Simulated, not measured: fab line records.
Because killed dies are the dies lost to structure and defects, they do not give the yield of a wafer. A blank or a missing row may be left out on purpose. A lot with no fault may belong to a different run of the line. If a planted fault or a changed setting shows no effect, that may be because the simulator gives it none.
fab line records | flow rit-cmos
record: lots: 13 | wafers: 39 | last-day: 7
route steps=202 shown ACTIVE@9 NSD@137 SILICIDE@162 CONTACT@172
lots that met no fault: taken from a fault-free run of the same line
start-h: hours from the record's opening day to when the first of the lot's shown wafers began | wait-h: hours elapsed since this lot's preceding step | " the same as in the row above | L1.1+2: a row that stands for several wafers | - value missing, or start not given | * or withheld: withheld | < > ~ a bound
route shown NAME@n: a module of which the file shows steps, and the number in the route of the first | usual: mean/standard deviation of fault-free wafers | same: alike in all rows | chamber/n: place in a boat | sites: the reading at each site | _std_site: the standard deviation of these | _edge_site: mean of outer sites minus mean of inner sites | radius-mm: for every site, how far away it sits from the centre of the wafer | mask NAME#n: copy n | behind: the most recent tool/chamber to have shaped the wafer | hold: the reason the lot was held/the length of the hold in hours/how it ended | device: names the non-switching transistor (n, p or np) | end of line: the route-end tests of the same wafers | a step without rows: its recipe alone | killed: at the first sort, the dies lost to defects and structure; wafer yield is something else | map: a wafer's dies, x killed, . not, _ none there
set.NAME: the setting as run; set.NAME@STEP: as run at that earlier step | model.NAME: the simulator's own value behind a step, which no gauge read
steps of the route over a sample of lots; a table a step, a row a wafer
services: when a tool's chamber went out of use (start-h, in hours from the record's first day, below 0 if earlier), for how many hours, and the reason
== steps ==
step: RIT_ACTIVE_EXPOSE_08
recipe: mask-id: M1 | na: 0.6 | source-shape: conventional | sigma-outer: 0.6 | target-cd-nm: 1400 | dose-mj: 225
usual: exposure-dose-mJ-cm2: 224.92/0.23
same: sigma-outer: 0.6
lot.wafer | tool             | chamber | start-h | wait-h | mask | exposure-dose-mJ-cm2
L770.1    | iline-stepper-01 | 0       | 15.48   | 0.1    | M1#0 | 225.38
L770.4    | "                | 0       | "       | "      | M1#0 | 225.35
L770.5    | "                | 0       | "       | "      | M1#0 | 225.41
L771.2    | iline-stepper-01 | 0       | 20.58   | 0.1    | M1#0 | 224.91
L771.3    | "                | 0       | "       | "      | M1#0 | 224.87
L771.6    | "                | 0       | "       | "      | M1#0 | 225.05
L772.1    | iline-stepper-02 | 0       | 25.61   | 0.2    | M1#0 | 224.96
L772.2    | "                | 0       | "       | "      | M1#0 | 224.95
L772.3    | "                | 0       | "       | "      | M1#0 | 225.43
L773.2    | iline-stepper-01 | 0       | 29.18   | 0.2    | M1#0 | 224.96
L773.5    | "                | 0       | "       | "      | M1#0 | 224.76
L773.6    | "                | 0       | "       | "      | M1#0 | 224.95
L774.1    | iline-stepper-01 | 0       | 34.10   | 0.1    | M1#0 | 225.14
L774.2    | "                | 0       | "       | "      | M1#0 | 225.13
L774.5    | "                | 0       | "       | "      | M1#0 | 225.15
L775.3    | iline-stepper-02 | 0       | 39.20   | 0.2    | M1#0 | 225.16
L775.5    | "                | 0       | "       | "      | M1#0 | 225.16
L775.6    | "                | 0       | "       | "      | M1#0 | 225.21
L776.2    | iline-stepper-01 | 0       | 45.25   | 0.2    | M1#0 | 224.80
L776.3    | "                | 0       | "       | "      | M1#0 | 224.48
L776.5    | "                | 0       | "       | "      | M1#0 | 224.79
L777.1    | iline-stepper-01 | 0       | 49.04   | 0.1    | M1#0 | 224.96
L777.2    | "                | 0       | "       | "      | M1#0 | 224.97
L777.5    | "                | 0       | "       | "      | M1#0 | 225.25
L778.1    | iline-stepper-02 | 0       | 56.47   | 0.2    | M1#0 | 224.77
L778.4    | "                | 0       | "       | "      | M1#0 | 224.82
L778.5    | "                | 0       | "       | "      | M1#0 | 224.57
L779.1    | iline-stepper-01 | 0       | 59.28   | 0.2    | M1#0 | 224.89
L779.3    | "                | 0       | "       | "      | M1#0 | 224.99
L779.4    | "                | 0       | "       | "      | M1#0 | 224.61
L780.1    | iline-stepper-02 | 0       | 64.17   | 0.2    | M1#0 | 224.87
L780.3    | "                | 0       | "       | "      | M1#0 | 224.82
L780.5    | "                | 0       | "       | "      | M1#0 | 224.72
L786.1    | iline-stepper-01 | 0       | 96.74   | 0.2    | M1#0 | 223.34
L786.3    | "                | 0       | "       | "      | M1#0 | 223.55
L786.6    | "                | 0       | "       | "      | M1#0 | 223.39
L793.1    | iline-stepper-02 | 0       | 129.04  | 0.1    | M1#0 | 224.79
L793.2    | "                | 0       | "       | "      | M1#0 | 224.56
L793.6    | "                | 0       | "       | "      | M1#0 | 224.90
step: RIT_NSD_OVL_MEAS_06
usual: NSD_OVL: 0.8/1.4
lot.wafer | tool       | chamber | start-h | wait-h | NSD_OVL[nm]
L770.1    | overlay-01 | -       | 47.54   | -      | 3.0
L770.4    | "          | -       | "       | "      | 1.9
L770.5    | "          | -       | "       | "      | 1.7
L771.2    | overlay-02 | -       | 54.27   | -      | 1.2
L771.3    | "          | -       | "       | "      | -2.7
L771.6    | "          | -       | "       | "      | 0.7
L772.1    | overlay-01 | -       | 58.81   | -      | 3.0
L772.2    | "          | -       | "       | "      | 2.6
L772.3    | "          | -       | "       | "      | 3.7
L773.2    | overlay-02 | -       | 66.12   | -      | -0.4
L773.5    | "          | -       | "       | "      | -1.2
L773.6    | "          | -       | "       | "      | 0.1
L774.1    | overlay-02 | -       | 68.30   | -      | -0.6
L774.2    | "          | -       | "       | "      | 1.9
L774.5    | "          | -       | "       | "      | 0.9
L775.3    | overlay-01 | -       | 71.33   | -      | 0.5
L775.5    | "          | -       | "       | "      | 1.0
L775.6    | "          | -       | "       | "      | -0.4
L776.2    | overlay-01 | -       | 80.24   | -      | -0.5
L776.3    | "          | -       | "       | "      | 1.0
L776.5    | "          | -       | "       | "      | 0.8
L777.1    | overlay-02 | -       | 87.19   | -      | 0.2
L777.2    | "          | -       | "       | "      | 0.4
L777.5    | "          | -       | "       | "      | 0.9
L778.1    | overlay-02 | -       | 92.21   | -      | 2.8
L778.4    | "          | -       | "       | "      | 2.8
L778.5    | "          | -       | "       | "      | 1.8
L779.1    | overlay-02 | -       | 94.83   | -      | 1.3
L779.3    | "          | -       | "       | "      | 1.4
L779.4    | "          | -       | "       | "      | 1.6
L780.1    | overlay-02 | -       | 99.32   | -      | 1.4
L780.3    | "          | -       | "       | "      | -0.3
L780.5    | "          | -       | "       | "      | 1.5
L786.1    | overlay-01 | -       | 132.45  | -      | -2.1
L786.3    | "          | -       | "       | "      | 0.6
L786.6    | "          | -       | "       | "      | -0.3
L793.1    | overlay-01 | -       | 161.93  | -      | -1.2
L793.2    | "          | -       | "       | "      | 0.2
L793.6    | "          | -       | "       | "      | -2.4
step: RIT_SILICIDE_SPUTTER_01
recipe: material: Ti | target-thk-nm: 30 | power-w: 350 | chamber-pressure-pa: 0.667 | gas: Ar | time-s: 240 | substrate-temp-c: 25
usual: throttle-valve-pct: 30.3/0.63
lot.wafer | tool           | chamber | start-h | wait-h | throttle-valve-pct
L770.1    | pvd-sputter-02 | -       | 50.69   | 0.0    | 29.9
L770.4    | "              | -       | "       | "      | 30.3
L770.5    | "              | -       | "       | "      | 31.2
L771.2    | pvd-sputter-01 | -       | 57.19   | 0.0    | 29.9
L771.3    | "              | -       | "       | "      | 29.7
L771.6    | "              | -       | "       | "      | 29.8
L772.1    | pvd-sputter-02 | -       | 61.88   | 0.0    | 31.0
L772.2    | "              | -       | "       | "      | 30.2
L772.3    | "              | -       | "       | "      | 30.2
L773.2    | pvd-sputter-01 | -       | 69.36   | 0.0    | 31.1
L773.5    | "              | -       | "       | "      | 31.3
L773.6    | "              | -       | "       | "      | 29.9
L774.1    | pvd-sputter-02 | -       | 71.35   | 0.0    | 30.6
L774.2    | "              | -       | "       | "      | 29.9
L774.5    | "              | -       | "       | "      | 30.5
L775.3    | pvd-sputter-01 | -       | 74.53   | 0.0    | 29.4
L775.5    | "              | -       | "       | "      | 29.6
L775.6    | "              | -       | "       | "      | 31.3
L776.2    | pvd-sputter-02 | -       | 83.61   | 0.0    | 30.2
L776.3    | "              | -       | "       | "      | 30.0
L776.5    | "              | -       | "       | "      | 30.3
L777.1    | pvd-sputter-01 | -       | 90.24   | 0.0    | 31.1
L777.2    | "              | -       | "       | "      | 29.9
L777.5    | "              | -       | "       | "      | 31.1
L778.1    | pvd-sputter-02 | -       | 95.36   | 0.0    | 30.2
L778.4    | "              | -       | "       | "      | 30.2
L778.5    | "              | -       | "       | "      | 30.1
L779.1    | pvd-sputter-04 | -       | 97.87   | 0.0    | 31.4
L779.3    | "              | -       | "       | "      | 30.5
L779.4    | "              | -       | "       | "      | 31.0
L780.1    | pvd-sputter-02 | -       | 102.52  | 0.0    | 29.8
L780.3    | "              | -       | "       | "      | 30.2
L780.5    | "              | -       | "       | "      | 29.7
L786.1    | pvd-sputter-02 | -       | 135.36  | 0.0    | 31.0
L786.3    | "              | -       | "       | "      | 30.5
L786.6    | "              | -       | "       | "      | 30.0
L793.1    | pvd-sputter-02 | -       | 164.96  | 0.0    | 30.2
L793.2    | "              | -       | "       | "      | 29.9
L793.6    | "              | -       | "       | "      | 30.1
step: RIT_CONTACT_SOFTBAKE_04
recipe: resist: NOVOLAK | temp-c: 90 | time-s: 62.23
usual: plate-sensor-t-centre-C: 90.968/0.011 | plate-sensor-t-edge-C: 91.021/0.0096 | resist-line-temp-C: 22.99/0.11
lot.wafer | tool           | chamber | start-h | wait-h | plate-sensor-t-centre-C | plate-sensor-t-edge-C | resist-line-temp-C
L770.1    | litho-track-01 | 0       | 51.60   | 0.1    | 90.966                  | 91.035                | 22.75
L770.4    | "              | 0       | "       | "      | 90.964                  | 91.036                | 22.86
L770.5    | "              | 0       | "       | "      | 90.964                  | 91.021                | 22.61
L771.2    | litho-track-04 | 0       | 58.13   | 0.1    | 90.964                  | 91.028                | 22.97
L771.3    | "              | 0       | "       | "      | 90.969                  | 91.010                | 23.00
L771.6    | "              | 0       | "       | "      | 90.979                  | 91.025                | 22.92
L772.1    | litho-track-02 | 0       | 62.80   | 0.1    | 90.973                  | 91.011                | 22.93
L772.2    | "              | 0       | "       | "      | 90.969                  | 91.026                | 23.02
L772.3    | "              | 0       | "       | "      | 90.988                  | 91.029                | 23.05
L773.2    | litho-track-04 | 0       | 70.30   | 0.1    | 90.964                  | 91.040                | 23.01
L773.5    | "              | 0       | "       | "      | 90.957                  | 91.022                | 22.91
L773.6    | "              | 0       | "       | "      | 90.973                  | 91.025                | 23.11
L774.1    | litho-track-02 | 0       | 72.33   | 0.1    | 90.954                  | 91.002                | 22.83
L774.2    | "              | 0       | "       | "      | 90.966                  | 91.015                | 22.77
L774.5    | "              | 0       | "       | "      | 90.975                  | 91.012                | 22.73
L775.3    | litho-track-01 | 0       | 75.56   | 0.1    | 90.975                  | 91.013                | 23.03
L775.5    | "              | 0       | "       | "      | 90.962                  | 91.005                | 23.04
L775.6    | "              | 0       | "       | "      | 90.961                  | 91.012                | 23.06
L776.2    | litho-track-01 | 0       | 84.56   | 0.1    | 90.972                  | 91.019                | 22.92
L776.3    | "              | 0       | "       | "      | 90.970                  | 91.014                | 22.97
L776.5    | "              | 0       | "       | "      | 90.965                  | 91.017                | 22.98
L777.1    | litho-track-04 | 0       | 91.15   | 0.1    | 90.979                  | 91.022                | 22.91
L777.2    | "              | 0       | "       | "      | 90.974                  | 91.026                | 22.92
L777.5    | "              | 0       | "       | "      | 90.989                  | 91.038                | 23.02
L778.1    | litho-track-04 | 0       | 96.30   | 0.1    | 90.971                  | 91.017                | 23.04
L778.4    | "              | 0       | "       | "      | 90.959                  | 91.028                | 23.18
L778.5    | "              | 0       | "       | "      | 90.946                  | 91.013                | 22.91
L779.1    | litho-track-02 | 0       | 98.78   | 0.1    | 90.958                  | 91.022                | 23.03
L779.3    | "              | 0       | "       | "      | 90.943                  | 91.032                | 22.93
L779.4    | "              | 0       | "       | "      | 90.977                  | 91.028                | 23.14
L780.1    | litho-track-02 | 0       | 103.44  | 0.1    | 90.975                  | 91.018                | 23.14
L780.3    | "              | 0       | "       | "      | 90.998                  | 91.006                | 23.13
L780.5    | "              | 0       | "       | "      | 90.963                  | 91.023                | 23.09
L786.1    | litho-track-02 | 0       | 136.30  | 0.1    | 90.963                  | 91.022                | 22.87
L786.3    | "              | 0       | "       | "      | 90.969                  | 91.028                | 23.02
L786.6    | "              | 0       | "       | "      | 90.975                  | 91.006                | 22.98
L793.1    | litho-track-01 | 0       | 165.88  | 0.1    | 90.975                  | 91.018                | 23.06
L793.2    | "              | 0       | "       | "      | 90.963                  | 91.028                | 22.99
L793.6    | "              | 0       | "       | "      | 90.972                  | 91.011                | 23.06
== services ==
tool             | chamber | start-h | hours | kind
pvd-sputter-02   | -       | 18.91   | 12.1  | repair
pvd-sputter-04   | -       | 27.07   | 0.5   | repair
pvd-sputter-01   | -       | 33.12   | 2.0   | repair
pvd-sputter-02   | -       | 58.36   | 3.3   | repair
iline-stepper-01 | -       | 79.31   | 13.3  | repair
pvd-sputter-04   | -       | 108.99  | 6.9   | repair
iline-stepper-02 | -       | 120.35  | 2.1   | pm
iline-stepper-02 | -       | 122.44  | -     | consumable-replace:lamp
iline-stepper-01 | 0       | 141.03  | -     | calibration
pvd-sputter-01   | -       | 159.48  | 7.6   | repair
pvd-sputter-04   | -       | 165.70  | 0.6   | repair
== key ==
first-sign: step: RIT_ACTIVE_EXPOSE_08 | reading: exposure-dose-mJ-cm2 | direction: down | sigmas: 6.4 | usual: 224.92 | struck: 223.43
effect none on later readings
met-at RIT_ACTIVE_EXPOSE_08
struck-lots L786
tester-left-out L786
loop-trim: step: RIT_ACTIVE_EXPOSE_08 | setting: dose | lots: L786
not-acting-at RIT_NSD_OVL_MEAS_06,RIT_SILICIDE_SPUTTER_01,RIT_CONTACT_SOFTBAKE_04
onset-between 59.28 96.74
fault: kind: process-parameter-drift | tool: iline-stepper-01 | chamber: - | onset-h: 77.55 | steps: RIT_ACTIVE_EXPOSE_08 | channel: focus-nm | offset: 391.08 | spread-by-wafer: 0.3 | shape: step | end-h: 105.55
tester-left-out: of these lots the tester's yield and bins aren't shown, on N5 and GAA mostly nor the transistor test; their killed dies are dies lost to structure and defects alone, not to doping, threshold or leakage, so they don't give the yield
loop-trim: a control loop set the setting to another value than it would have without faults
